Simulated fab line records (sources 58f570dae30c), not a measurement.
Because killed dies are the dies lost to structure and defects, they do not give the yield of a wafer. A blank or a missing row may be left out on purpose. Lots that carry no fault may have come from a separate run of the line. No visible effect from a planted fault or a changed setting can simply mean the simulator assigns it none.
One fault seen from 2 desks :: flow berkeley_cmos170 :: each desk has only its own numbers; what lay behind them comes last

== DESK OF THE TOOL OWNER: implanter-02 ==
UCB170_NVT_IMPLANT_07, tool's own readings: per-lot mean of the sampled wafers with a number, covering each lot this tool ran. Marked OUT: a lot whose mean sits more than 4 standard deviations from the usual mean, which makes it out of limits; the brackets give that distance.
Columns: A = dose_ions_cm2 at UCB170_NVT_IMPLANT_07, usual 3e+12; B = faraday_current_uA at UCB170_NVT_IMPLANT_07, usual 9.52; C = tilt_deg at UCB170_NVT_IMPLANT_07, usual 7.004 degrees
lot: L452
first seen here: day 5 20:47
A: 3e+12
B: 9.58
C: 7.009

lot: L455
first seen here: day 6 13:32
A: 3e+12
B: 9.64
C: 6.986

lot: L458
first seen here: day 7 02:37
A: 2e+12 (-99 or more) OUT
B: 5.48 (-21) OUT
C: 6.985

lot: L459
first seen here: day 7 02:52
A: 2e+12 (-99 or more) OUT
B: 5.40 (-22) OUT
C: 7.012
This desk's verdict: out of limits on L458, L459, starting with L458 at day 7 02:37 (dose_ions_cm2 at UCB170_NVT_IMPLANT_07). Within limits: L452, L455.

== FROM THE METROLOGY DESK ==
Lot by lot, what the gauges showed, no matter which tool ran the lot: averages of those sampled wafers that carry a number. Marked OUT: a lot whose mean sits more than 4 standard deviations from the usual mean, which makes it out of limits; the brackets give that distance.
Columns: A = PWELL_OXIDE_THK at UCB170_PWELL_THK_MEAS_03, usual 26.3 nm; B = ACTIVE_OXIDE_THK at UCB170_ACTIVE_THK_MEAS_03, usual 26.2 nm; C = SACOX_OXIDE_THK at UCB170_SACOX_THK_MEAS_02, usual 14.24 nm; D = NVT_TW at UCB170_NVT_TW_MEAS_09, usual 522
lot: L452
first seen here: day 2 18:56
A: 26.9
B: 26.1
C: 14.28
D: 512

lot: L453
first seen here: day 3 00:23
A: 27.2
B: 26.1
C: 14.13
D: 532

lot: L454
first seen here: day 3 00:23
A: 26.4
B: 26.4
C: 13.94
D: 535

lot: L455
first seen here: day 3 11:38
A: 25.8
B: 27.3
C: 14.06
D: 518

lot: L456
first seen here: day 3 15:53
A: 26.4
B: 26.3
C: 14.34
D: 521

lot: L458
first seen here: day 4 01:22
A: 26.2
B: 26.1
C: 14.27
D: 436 (-12) OUT

lot: L457
first seen here: day 4 01:24
A: 26.4
B: 25.8
C: 14.44
D: 519

lot: L459
first seen here: day 4 01:26
A: 26.4
B: 26.4
C: 14.49
D: 447 (-10) OUT

lot: L465
first seen here: day 5 09:44
A: 25.7
B: 26.7
C: 14.29
D: 525

lot: L467
first seen here: day 5 22:18
A: 27.3
B: 26.1
C: 14.12
D: 511

lot: L469
first seen here: day 6 07:31
A: 26.8
B: 25.8
C: 14.13
D: 531

lot: L470
first seen here: day 6 07:31
A: 26.6
B: 25.9
C: 14.21
D: 523

lot: L472
first seen here: day 7 00:07
A: 26.1
B: 25.8
C: 14.61
D: 529

lot: L473
first seen here: day 7 00:08
A: 25.5
B: 26.2
C: 14.64
D: 513
Finding of this desk: L458, L459 out of limits, first seen on L458 at day 7 02:50 (NVT_TW at UCB170_NVT_TW_MEAS_09). Within limits: L452, L453, L454, L455, L456, L457, L465, L467, L469, L470, L472, L473.

== ALL TOGETHER ==
At day 7 02:37, on L458, L459, the tool owner's desk was in a position to raise an alarm.
On L458, L459, the metrology desk was in a position to raise an alarm at day 7 02:50.
On implanter-02, each named lot ran UCB170_NVT_IMPLANT_07.

== WHAT WAS PUT IN BY THE SIMULATOR ==
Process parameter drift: implanter-02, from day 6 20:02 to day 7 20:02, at UCB170_NVT_IMPLANT_07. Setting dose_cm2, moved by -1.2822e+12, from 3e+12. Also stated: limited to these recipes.
Shown lots that were struck: L458, L459.
Time in hours from fault onset to the first out-of-limits reading at each desk: tool owner's desk 7, metrology desk 7.
